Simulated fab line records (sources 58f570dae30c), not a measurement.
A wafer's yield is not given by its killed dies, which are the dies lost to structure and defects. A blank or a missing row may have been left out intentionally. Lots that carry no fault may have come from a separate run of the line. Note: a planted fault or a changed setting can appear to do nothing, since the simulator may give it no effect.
The tool behind it: which one?    flow berkeley_cmos170    14 lots, 40 wafers sampled, at 4 steps of a route of 331

== WHAT THE GAUGES SHOWED, per wafer ==
UCB170_ACTIVE_THK_MEAS_03. Usual: ACTIVE_OXIDE_THK gives 26.6 nm (standard deviation 0.46).
lot   measured     on             ACTIVE_OXIDE_THK (nm)  flag
L558  day 3 19:40  film_metro-02  26.1 26.4 26.6         
L559  day 4 02:56  film_metro-04  26.1 26.6 26.4         
L560  day 4 15:49  film_metro-02  26.2 26.4 26.3         
L561  day 4 23:02  film_metro-02  26.3 26.5 26.6         
L563  day 5 03:50  film_metro-04  26.8 26.5 27.1         
L562  day 5 03:51  film_metro-03  26.7 27.3 27.1         
L566  day 5 20:02  film_metro-04  27.4 26.8 27.7         
L569  day 6 09:07  film_metro-02  26.6                   
L571  day 6 20:47  film_metro-03  26.4 26.7 26.5         
L574  day 7 13:36  film_metro-02  27.4 27.0 27.4         
L576  day 7 20:49  film_metro-04  26.2 26.5 26.3         
L578  day 7 20:50  film_metro-02  26.9 26.9 27.1         
L580  day 8 17:34  film_metro-02  26.7 26.5 26.6         
L581  day 8 17:37  film_metro-04  26.3 26.7 26.4         

UCB170_SCREENOX_THK_MEAS_02. Usual: SCREENOX_OXIDE_THK gives 14.44 nm (standard deviation 0.3).
lot   measured     on             SCREENOX_OXIDE_THK (nm)  flag
L558  day 5 03:23  film_metro-04  14.51 14.35 14.39        
L559  day 5 12:29  film_metro-03  14.04 14.09 13.75        
L560  day 6 03:07  film_metro-02  13.81 14.14 13.95        
L561  day 6 13:31  film_metro-03  14.31 14.62 14.21        
L563  day 6 13:35  film_metro-03  14.33 14.25 14.08        
L562  day 6 13:32  film_metro-02  14.28 14.30 14.40        
L566  day 7 08:32  film_metro-02  14.61 14.55 14.51        
L569  day 7 19:00  film_metro-02  14.89                    
L571  day 8 11:45  film_metro-02  14.04 14.08 14.18        
L574  day 8 23:49  film_metro-03  14.46 14.63 14.42        
L576  day 8 23:49  film_metro-04  14.46 14.51 14.42        
L578  day 8 23:47  film_metro-04  14.78 14.73 14.80        
L580  day 9 21:02  film_metro-03  15.00 15.09 15.22        
L581  day 9 21:04  film_metro-04  14.05 14.29 14.12        

== TOOL THAT RAN EACH LOT (tool first, then ch and the chambers of the sampled wafers, then the start) ==
lot   UCB170_ACTIVE_ETCH_15              UCB170_ACTIVE_STRIP_16
L558  rie_diel-01 ch 2,3, day 4 02:23    plasma_asher-03 ch 0,1, day 4 02:32
L559  rie_diel-04 ch 0,1, day 4 11:40    plasma_asher-03 ch 0,1, day 4 11:46
L560  rie_diel-04 ch 0,1,3, day 5 00:41  plasma_asher-03 ch 0,1, day 5 00:46
L561  rie_diel-01 ch 0,2,3, day 5 08:39  plasma_asher-01 ch 0,1, day 5 08:46
L563  rie_diel-04 ch 0,1,3, day 5 13:48  plasma_asher-02 ch 0,1, day 5 13:54
L562  rie_diel-02 ch 2,3, day 5 14:14    plasma_asher-03 ch 0,1, day 5 14:20
L566  rie_diel-04 ch 1,2,3, day 6 04:04  plasma_asher-02 ch 0,1, day 6 04:10
L569  rie_diel-04 ch 1, day 6 16:08      plasma_asher-03 ch 0, day 6 16:16
L571  rie_diel-02 ch 0,1, day 7 08:48    plasma_asher-03 ch 1, day 7 08:54
L574  rie_diel-02 ch 1,3, day 7 22:45    plasma_asher-02 ch 0,1, day 7 22:53
L576  rie_diel-02 ch 1,3, day 8 03:07    plasma_asher-01 ch 0,1, day 8 03:16
L578  rie_diel-01 ch 0,2,3, day 8 03:13  plasma_asher-02 ch 0,1, day 8 03:22
L580  rie_diel-02 ch 0,1,3, day 8 23:16  plasma_asher-02 ch 0,1, day 8 23:22
L581  rie_diel-02 ch 0,1,3, day 8 22:56  plasma_asher-02 ch 0,1, day 8 23:01
- UCB170_ACTIVE_ETCH_15: etches Si3N4 in CH3F/Ar/O2, stops on SiO2, target depth 242 nm, time 151 s.
- UCB170_ACTIVE_STRIP_16: strips in O2.

== WHAT THE TOOLS THEMSELVES READ (means of the sampled wafers that have a number; where no wafer has one, the mark that the record gives instead) ==
UCB170_ACTIVE_ETCH_15. Usual: drypump_motor_current_A 5.7 A, standard deviation 0.52; oes_product_au 0.939 a.u., standard deviation 0.014; throttle_valve_pct 8.03 %, standard deviation 0.1.
lot   tool         drypump_motor_current_A (A)  oes_product_au (a.u.)  throttle_valve_pct (%)  flag
L558  rie_diel-01  5.5                          0.924                  7.96                    
L559  rie_diel-04  5.6                          0.938                  8.01                    
L560  rie_diel-04  5.8                          0.951                  8.05                    
L561  rie_diel-01  5.8                          0.926                  7.98                    
L563  rie_diel-04  5.7                          0.936                  8.05                    
L562  rie_diel-02  6.1                          0.945                  8.07                    
L566  rie_diel-04  5.5                          0.941                  8.07                    
L569  rie_diel-04  5.6                          0.919                  8.05                    
L571  rie_diel-02  5.2                          0.938                  8.05                    
L574  rie_diel-02  5.6                          0.933                  8.13                    
L576  rie_diel-02  5.6                          0.930                  8.13                    
L578  rie_diel-01  5.8                          0.942                  7.98                    
L580  rie_diel-02  5.6                          0.938                  8.04                    
L581  rie_diel-02  5.6                          0.942                  8.04                    

UCB170_ACTIVE_STRIP_16. Usual: drypump_motor_current_A 5.8 A, standard deviation 0.6; oes_product_au 0.721 a.u., standard deviation 0.0044; strip_time_to_endpoint_s 18.05 s, standard deviation 0.12.
lot   tool             drypump_motor_current_A (A)  oes_product_au (a.u.)  strip_time_to_endpoint_s (s)  flag
L558  plasma_asher-03  6.3                          0.722                  18.13                         
L559  plasma_asher-03  6.1                          0.719                  17.98                         
L560  plasma_asher-03  6.3                          0.722                  18.09                         
L561  plasma_asher-01  5.5                          0.718                  18.09                         
L563  plasma_asher-02  5.6                          0.723                  18.16                         
L562  plasma_asher-03  6.3                          0.722                  17.92                         
L566  plasma_asher-02  5.6                          0.719                  18.00                         
L569  plasma_asher-03  6.0                          0.720                  17.83                         
L571  plasma_asher-03  6.4                          0.719                  17.96                         
L574  plasma_asher-02  5.2                          0.719                  17.96                         
L576  plasma_asher-01  5.2                          0.719                  17.95                         
L578  plasma_asher-02  5.2                          0.723                  18.17                         
L580  plasma_asher-02  5.6                          0.723                  18.11                         
L581  plasma_asher-02  5.6                          0.721                  17.91                         

== THE ANSWER, worked out from the rows above alone ==
Rule: lot off if the mean of its wafers having a number is beyond 3 standard deviations from the usual mean. A lot without any number at a reading at which 4 lots or more have one is off too. All remaining lots with rows at the step are treated as sound. Order of review: gauges by route order, followed by the tools' own readings, for which a lot's mean as printed above is used. The first step at which some lot is off is used, and at that step the reading that is off furthest; a lot without a number counts as furthest.
No lot is off on any of the readings shown, so nothing can be concluded from this.

== WHAT THE SIMULATOR HAD PUT IN ==
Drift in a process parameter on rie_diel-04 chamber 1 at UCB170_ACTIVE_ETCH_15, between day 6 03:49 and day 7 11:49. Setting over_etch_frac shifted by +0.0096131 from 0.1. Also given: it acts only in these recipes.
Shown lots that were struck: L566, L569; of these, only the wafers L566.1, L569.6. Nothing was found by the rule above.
